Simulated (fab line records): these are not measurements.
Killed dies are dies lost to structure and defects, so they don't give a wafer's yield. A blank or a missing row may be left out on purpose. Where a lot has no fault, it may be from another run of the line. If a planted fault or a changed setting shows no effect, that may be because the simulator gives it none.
Comparing a struck lot with a sound one | flow rit cmos | 35 out of 202 route steps
Sound: these wafers, L963.2, L963.3, L963.5. Wafers L973.3, L973.4, L973.5 were the ones struck. Last of all comes the cause.
For every step that has rows: the tool of each side, followed by ch and its chambers, followed by its first start. Under that, the readings that differ: sound wafers | struck wafers | difference of the means | sigmas: that difference in standard deviations of wafers without a fault.
alike: readings with means less than 2 such deviations apart, plus words and numbers identical on both sides. not compared: withheld readings, readings lacking a value on some wafer, bounds such as >300 that could conceal the same value, and numbers that have no deviation in the record and whose values overlap.
Wherever a step has rows on one side only, a row that says differs or no value, or a row with sigmas, the two part there. Numbers that have no deviation but don't overlap get no sigmas and don't part them. Lack of a reading on every wafer of one side parts them only where that side has two or more wafers.

RIT_PLDD_OVL_MEAS_06:
  struck on overlay-02, day 5 02:03; sound on overlay-02, day 2 22:32
  alike: PLDD_OVL
then, 2 steps without rows for these wafers: RIT_PLDD_HARDBAKE_07 (time 60 s); RIT_PLDD_IMPLANT_08.
RIT_PLDD_STRIP_09: strips in O2, time 180 s.
  sound on plasma asher-02 ch 0, day 2 22:52; struck on plasma asher-02 ch 0,1, day 5 02:26
  alike: drypump motor current A, rf refl power W
  not compared: rf hours counter h
RIT_PLDD_TW_MEAS_10:
  struck on film metro-04, day 5 02:34; sound on film metro-04, day 2 23:03
  alike: PLDD_TW
then, 4 steps without rows for these wafers: RIT_SPACER_CLEAN_00 (cleans in SC1, time 600 s); RIT_SPACER_CLEAN_01 (cleans in dHF, time 30 s); RIT_SPACER_CLEAN_02 (cleans in SC2, time 600 s); RIT_SPACER_CVD_03 (deposits Si3N4 from SiH2Cl2/NH3, target thk 250 nm, time 3300 s).
RIT_SPACER_THK_MEAS_04:
  struck on film metro-03, day 5 04:55; sound on film metro-01, day 3 01:37
  alike: SPACER_NITRIDE_THK
RIT_SPACER_ETCHBACK_05: etches Si3N4 in SF6/CHF3, stops on SiO2, target depth 250 nm, time 240 s.
  sound on rie diel-02 ch 0,3, day 3 01:40; struck on rie diel-03 ch 0,1,3, day 5 04:57
  reading                | sound             | struck            | difference | sigmas
  throttle valve pct (%) | 10.49 10.59 10.59 | 10.07 10.14 10.03 | -0.48      | -3
  alike: drypump motor current A, oes product au, rf fwd power W
  not compared: rf hours counter h
then, 1 step without rows for these wafers: RIT_NSD_HMDS_00 (prime time 60 s).
RIT_NSD_COAT_01: resist thk 1000 nm.
  sound on litho track-01 ch 0, day 3 01:59; struck on litho track-02, day 5 05:18
  no value came back on the struck wafers for chill plate temp C (C), dispense pressure kPa (kPa), spin speed rpm (rpm); on the sound wafers chill plate temp C (C) reads 22.95 23.03 23.16
then, 4 steps without rows for these wafers: RIT_NSD_SOFTBAKE_02 (time 60 s); RIT_NSD_EXPOSE_03 (exposes mask M9, target cd 40700 nm); RIT_NSD_PEB_04; RIT_NSD_DEVELOP_05 (develop time 50 s).
RIT_NSD_OVL_MEAS_06:
  struck on overlay-02, day 5 06:05; sound on overlay-01, day 3 02:40
  reading      | sound         | struck | difference                    | sigmas
  NSD_OVL (nm) | 0.3 -0.4 -0.2 | - - -  | no value on the struck wafers |
then, 2 steps without rows for these wafers: RIT_NSD_HARDBAKE_07 (time 60 s); RIT_NSD_IMPLANT_08.
RIT_NSD_STRIP_09: strips in O2, time 180 s.
  sound on plasma asher-02 ch 0,1, day 3 03:00; struck on plasma asher-02 ch 0,1, day 5 06:28
  alike: drypump motor current A, rf refl power W
  not compared: rf hours counter h
RIT_NSD_TW_MEAS_10:
  struck on film metro-02, day 5 06:37; sound on film metro-04, day 3 03:11
  alike: NSD_TW
then, 6 steps without rows for these wafers: RIT_PSD_HMDS_00 (prime time 60 s); RIT_PSD_COAT_01 (resist thk 1000 nm); RIT_PSD_SOFTBAKE_02 (time 60 s); RIT_PSD_EXPOSE_03 (exposes mask M10, target cd 40900 nm); RIT_PSD_PEB_04; RIT_PSD_DEVELOP_05 (develop time 50 s).
RIT_PSD_OVL_MEAS_06:
  struck on overlay-02, day 5 07:38; sound on overlay-02, day 3 04:13
  alike: PSD_OVL
then, 2 steps without rows for these wafers: RIT_PSD_HARDBAKE_07 (time 60 s); RIT_PSD_IMPLANT_08.
RIT_PSD_STRIP_09: strips in O2, time 180 s.
  sound on plasma asher-01 ch 0,1, day 3 04:33; struck on plasma asher-01 ch 0,1, day 5 08:02
  alike: drypump motor current A, rf refl power W
  not compared: rf hours counter h
RIT_PSD_TW_MEAS_10:
  struck on film metro-04, day 5 08:10; sound on film metro-02, day 3 04:44
  reading | sound          | struck         | difference | sigmas
  PSD_TW  | 3426 3404 3413 | 3642 3643 3644 | +229       | +10
then, 1 step without rows for these wafers: RIT_SDANNEAL_CLEAN_00 (cleans in SC1, time 600 s).
RIT_M1_PROBE_99:
  only the struck wafers here have rows in the record (prober-02, day 5 16:23); the sound ones have none

## WHERE THEY PART
First at RIT_SPACER_ETCHBACK_05; last, within this record, at RIT_M1_PROBE_99.

WHY: whatever the simulator had introduced
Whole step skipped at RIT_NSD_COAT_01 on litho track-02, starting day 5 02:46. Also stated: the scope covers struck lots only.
